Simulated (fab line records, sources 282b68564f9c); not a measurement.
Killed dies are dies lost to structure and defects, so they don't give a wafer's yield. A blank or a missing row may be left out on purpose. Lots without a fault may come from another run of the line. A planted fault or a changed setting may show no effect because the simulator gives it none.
Split-lot experiment | flow rit_cmos | 5 lots, 23 wafers read, on a route of 202 steps

THE SPLIT
At RIT_ACTIVE_DEVELOP_10 (develop time 50 s), the setting develop_time_s was moved away from the recipe's 50 s on 11 of the 23 wafers read, by -14.4% to +8.9%. The other wafers ran this setting at the recipe's value.

FROM THE SPLIT TO THE READING: what the file shows between them, 4 steps
- RIT_ACTIVE_CD_MEAS_11: target cd 1400 nm
- RIT_ACTIVE_HARDBAKE_12: time 60 s
- RIT_ACTIVE_ETCH_13: etches Si3N4 in SF6, stops on SiO2, time 210 s, target depth 210 nm
- RIT_ACTIVE_STRIP_14: strips in O2, time 180 s

THE READING
cd_nm, in nm, at RIT_ACTIVE_CD_MEAS_90 (target cd 1400 nm). Fault-free wafers of this fab line usually give 1399.6 nm, standard deviation 2.2 nm.

wafer  | tool, chamber at the split | develop_time_s as run, s | against the recipe | cd_nm, nm | against lot-mates on the recipe
L074.1 | litho_track-03, 0          | 50                       | recipe             | 1403.0    | -
L074.2 | litho_track-03, 0          | 50                       | recipe             | 1402.6    | -
L074.3 | litho_track-03, 0          | 53.09                    | +6.2%              | 1397.0    | -5.8
L074.4 | litho_track-03, 0          | 50                       | recipe             | 1402.9    | -
L074.6 | litho_track-03, 0          | 53.09                    | +6.2%              | 1396.8    | -6.0
L075.1 | litho_track-01, 0          | 50                       | recipe             | 1398.0    | -
L075.2 | litho_track-01, 0          | 43.82                    | -12.4%             | 1411.1    | +12.6
L075.4 | litho_track-01, 0          | 43.82                    | -12.4%             | 1408.7    | +10.2
L075.5 | litho_track-01, 0          | 50                       | recipe             | 1399.0    | -
L075.6 | litho_track-01, 0          | 43.82                    | -12.4%             | 1410.4    | +11.9
L078.1 | litho_track-03, 0          | 50                       | recipe             | 1397.2    | -
L078.3 | litho_track-03, 0          | 50                       | recipe             | 1399.2    | -
L078.4 | litho_track-03, 0          | 50                       | recipe             | 1397.9    | -
L080.1 | litho_track-04, 0          | 42.79                    | -14.4%             | 1417.7    | +15.4
L080.2 | litho_track-04, 0          | 42.79                    | -14.4%             | 1415.4    | +13.1
L080.3 | litho_track-04, 0          | 50                       | recipe             | 1403.5    | -
L080.4 | litho_track-04, 0          | 50                       | recipe             | 1401.2    | -
L080.6 | litho_track-04, 0          | 42.79                    | -14.4%             | 1416.9    | +14.6
L084.1 | litho_track-04, 0          | 54.43                    | +8.9%              | 1391.4    | -7.9
L084.2 | litho_track-04, 0          | 54.43                    | +8.9%              | 1391.1    | -8.2
L084.3 | litho_track-04, 0          | 50                       | recipe             | 1400.5    | -
L084.4 | litho_track-04, 0          | 54.43                    | +8.9%              | 1391.4    | -7.9
L084.5 | litho_track-04, 0          | 50                       | recipe             | 1398.1    | -

THE FIT
A straight line over all 23 wafers: cd_nm changes by -0.964 nm for each +1% of develop_time_s; r = -0.96; the points scatter about the line by 2.3 nm.
The same after taking each lot's own level away (the mean of its wafers on the recipe; 23 wafers): -0.954 nm for each +1%; r = -0.99; scatter 0.86 nm.
On that fit, the largest move of develop_time_s shifts the reading by 14 nm.
The lots' own levels span 1398.10 to 1402.83 nm, that is 2.2 times the standard deviation above.
So the lot-to-lot level changes the slope little: the two slopes agree.
Check: with one of the wafers moved furthest among these (-14.4%) left out of the fit, the line predicts +13.6 nm for it against its lot-mates. It came out at +15.4 nm against them.

OTHER SPLITS ON THESE WAFERS
These wafers also went through other splits before the reading. Each is held against what the fit with the lots' levels taken away leaves over:
other split on the same wafers    | wafers away from the commonest value | r with cd_nm (lot level and that fit taken away)
RIT_ACTIVE_OXIDATION_01 ox_time_s | 18                                   | -0.14

THE WHOLE CHAIN: every reading that the file lists as answering this split, in the file's order
step                  | what it does                                                        | reading                                                       | change (the file's fit)               | r (the file's)
RIT_ACTIVE_CD_MEAS_11 | target cd 1400 nm                                                   | cd_nm                                                         | -0.975 nm for each +1% of the setting | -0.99
RIT_ACTIVE_ETCH_13    | etches Si3N4 in SF6, stops on SiO2, time 210 s, target depth 210 nm | ACTIVE.cd_nm (the simulator's own value, which no gauge read) | -0.983 nm for each +1% of the setting | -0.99
RIT_ACTIVE_CD_MEAS_90 | target cd 1400 nm                                                   | cd_nm                                                         | -0.96 nm for each +1% of the setting  | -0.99

THE FILE'S OWN FIT
cd_nm changes by -0.96 nm for each +1% of develop_time_s, r = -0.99.
